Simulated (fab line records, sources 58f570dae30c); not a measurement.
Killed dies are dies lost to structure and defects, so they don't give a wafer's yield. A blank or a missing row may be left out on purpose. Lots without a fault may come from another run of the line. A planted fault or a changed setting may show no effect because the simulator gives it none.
Split-lot experiment | flow berkeley_cmos170 | 5 lots, 23 wafers read, on a route of 331 steps

THE SPLIT
At UCB170_V2_PEB_10, the setting peb_temp_c was moved away from the recipe's 130 C on 9 of the 23 wafers read, by -2.5% to +2.9%. The other wafers ran this setting at the recipe's value.

FROM THE SPLIT TO THE READING: what the file shows between them, 4 steps
- UCB170_V2_DEVELOP_11: develop time 45 s
- UCB170_V2_CD_MEAS_12: target cd 700 nm
- UCB170_V2_ETCH_14: etches SiO2 in CHF3/CF4/Ar, stops on Al, target depth 1250 nm, time 291 s (also split here: time_s)
- UCB170_V2_STRIP_15: strips in O2

THE READING
cd_nm, in nm, at UCB170_V2_CD_MEAS_90 (target cd 700 nm). Fault-free wafers of this fab line usually give 699.8 nm, standard deviation 1.4 nm.

wafer  | tool, chamber at the split | peb_temp_c as run, C | against the recipe | cd_nm, nm | against lot-mates on the recipe
L075.1 | litho_track-03, 0          | 133.8                | +2.9%              | 722.6     | +20.7
L075.2 | litho_track-03, 0          | 130                  | recipe             | 701.6     | -
L075.3 | litho_track-03, 0          | 130                  | recipe             | 702.2     | -
L075.5 | litho_track-03, 0          | 133.8                | +2.9%              | 723.2     | +21.3
L075.6 | litho_track-03, 0          | 133.8                | +2.9%              | 721.7     | +19.8
L074.1 | litho_track-04, 0          | 130                  | recipe             | 700.1     | -
L074.3 | litho_track-04, 0          | 130                  | recipe             | 699.7     | -
L074.6 | litho_track-04, 0          | 130                  | recipe             | 699.8     | -
L080.1 | litho_track-02, 0          | 128.9                | -0.8%              | 693.5     | -6.8
L080.2 | litho_track-02, 0          | 130                  | recipe             | 699.3     | -
L080.3 | litho_track-02, 0          | 128.9                | -0.8%              | 693.2     | -7.1
L080.4 | litho_track-02, 0          | 130                  | recipe             | 701.4     | -
L080.6 | litho_track-02, 0          | 128.9                | -0.8%              | 692.2     | -8.1
L082.1 | litho_track-03, 0          | 130                  | recipe             | 700.4     | -
L082.2 | litho_track-03, 0          | 130                  | recipe             | 698.8     | -
L082.3 | litho_track-03, 0          | 130                  | recipe             | 699.3     | -
L082.4 | litho_track-03, 0          | 130                  | recipe             | 697.8     | -
L082.6 | litho_track-03, 0          | 130                  | recipe             | 698.7     | -
L081.1 | litho_track-04, 0          | 126.7                | -2.5%              | 676.1     | -25.0
L081.2 | litho_track-04, 0          | 126.7                | -2.5%              | 674.4     | -26.7
L081.3 | litho_track-04, 0          | 130                  | recipe             | 701.6     | -
L081.4 | litho_track-04, 0          | 130                  | recipe             | 700.6     | -
L081.5 | litho_track-04, 0          | 126.7                | -2.5%              | 675.4     | -25.7

THE FIT
A straight line over all 23 wafers: cd_nm changes by +8.54 nm for each +1% of peb_temp_c; r = +0.99; the points scatter about the line by 1.7 nm.
The same after taking each lot's own level away (the mean of its wafers on the recipe; 23 wafers): +8.37 nm for each +1%; r = +0.99; scatter 2 nm.
On that fit, the largest move of peb_temp_c shifts the reading by 24 nm.
The lots' own levels span 699.00 to 701.90 nm, that is 2.1 times the standard deviation above.
So the lot-to-lot level changes the slope little: the two slopes agree.
Check: with one of the wafers moved furthest among these (+2.9%) left out of the fit, the line predicts +24.1 nm for it against its lot-mates. It came out at +20.7 nm against them.

OTHER SPLITS ON THESE WAFERS
These wafers also went through other splits before the reading. Each is held against what the fit with the lots' levels taken away leaves over:
other split on the same wafers       | wafers away from the commonest value | r with cd_nm (lot level and that fit taken away)
UCB170_SILICIDE_SPUTTER_01 time_s    | 9                                    | +0.51
UCB170_CONTACT_COAT_04 resist_thk_nm | 7                                    | -0.33
UCB170_CONTACT_ETCH_18 time_s        | 8                                    | -0.08
UCB170_M1_COAT_04 resist_thk_nm      | 8                                    | +0.07
UCB170_M1_METAL_ETCH_12 time_s       | 6                                    | +0.57
UCB170_M2_STRIP_07 o2_flow_sccm      | 7                                    | -0.03
UCB170_V2_CVD_00 time_s              | 9                                    | -0.17
UCB170_V2_ETCH_14 time_s             | 7                                    | -0.06

THE WHOLE CHAIN: every reading that the file lists as answering this split, in the file's order
step                 | what it does                                                              | reading                                                   | change (the file's fit)              | r (the file's)
UCB170_V2_CD_MEAS_12 | target cd 700 nm                                                          | cd_nm                                                     | +8.44 nm for each +1% of the setting | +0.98
UCB170_V2_ETCH_14    | etches SiO2 in CHF3/CF4/Ar, stops on Al, target depth 1250 nm, time 291 s | V2.cd_nm (the simulator's own value, which no gauge read) | +8.43 nm for each +1% of the setting | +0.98
UCB170_V2_CD_MEAS_90 | target cd 700 nm                                                          | cd_nm                                                     | +8.41 nm for each +1% of the setting | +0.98

THE FILE'S OWN FIT
cd_nm changes by +8.41 nm for each +1% of peb_temp_c, r = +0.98.
